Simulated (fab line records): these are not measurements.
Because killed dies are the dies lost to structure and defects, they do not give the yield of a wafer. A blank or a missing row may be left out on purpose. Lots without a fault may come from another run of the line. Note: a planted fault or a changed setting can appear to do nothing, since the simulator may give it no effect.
Matching of chambers ; flow berkeley cmos170 ; UCB170_V1_CMP_02 on cmp-02: 4 sister chambers
The step polishes SiO2. 4 wafers are shown with their chamber, then 9 later ones without.

WAFERS WITH THEIR CHAMBER
wafer;chamber;motor current A (A)
L195.3;2;16.1
L204.2;3;15.9
L207.5;1;15.1
L207.6;0;13.9

WAFERS MISSING THEIR CHAMBER
wafer;motor current A (A)
L214.3;15.1
L214.4;16.3
L214.6;15.5
L210.1;13.9
L210.4;16.7
L210.5;15.8
L215.1;16.6
L215.3;15.0
L215.4;13.7

EACH ONE'S CHAMBER
wafer;from the rows above;in truth
L214.3;1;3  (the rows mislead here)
L214.4;can't be placed: 2 or 3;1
L214.6;can't be placed: 1 or 3 or 2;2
L210.1;0;0
L210.4;can't be placed: 2 or 3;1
L210.5;can't be placed: 3 or 2 or 1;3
L215.1;can't be placed: 2 or 3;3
L215.3;1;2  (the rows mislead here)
L215.4;0;0
Correctly placed: 2 of 9. Cannot be placed on the basis of these rows: 5; the candidates contain the true chamber in 3. Placed wrongly: 2.
How it was worked out, from the rows above alone: a wafer's distance from a chamber is the root of the sum, over the readings, of the square of ((its reading less the chamber's mean) divided by the reading's scatter). If the next closest chamber is less than 2 further off than the closest, the wafer can't be placed; otherwise it belongs to the closest. A chamber's mean is the mean of its shown wafers. The scatter: root of mean squared gap, hidden wafer to nearest shown wafer, with one shown wafer a chamber.
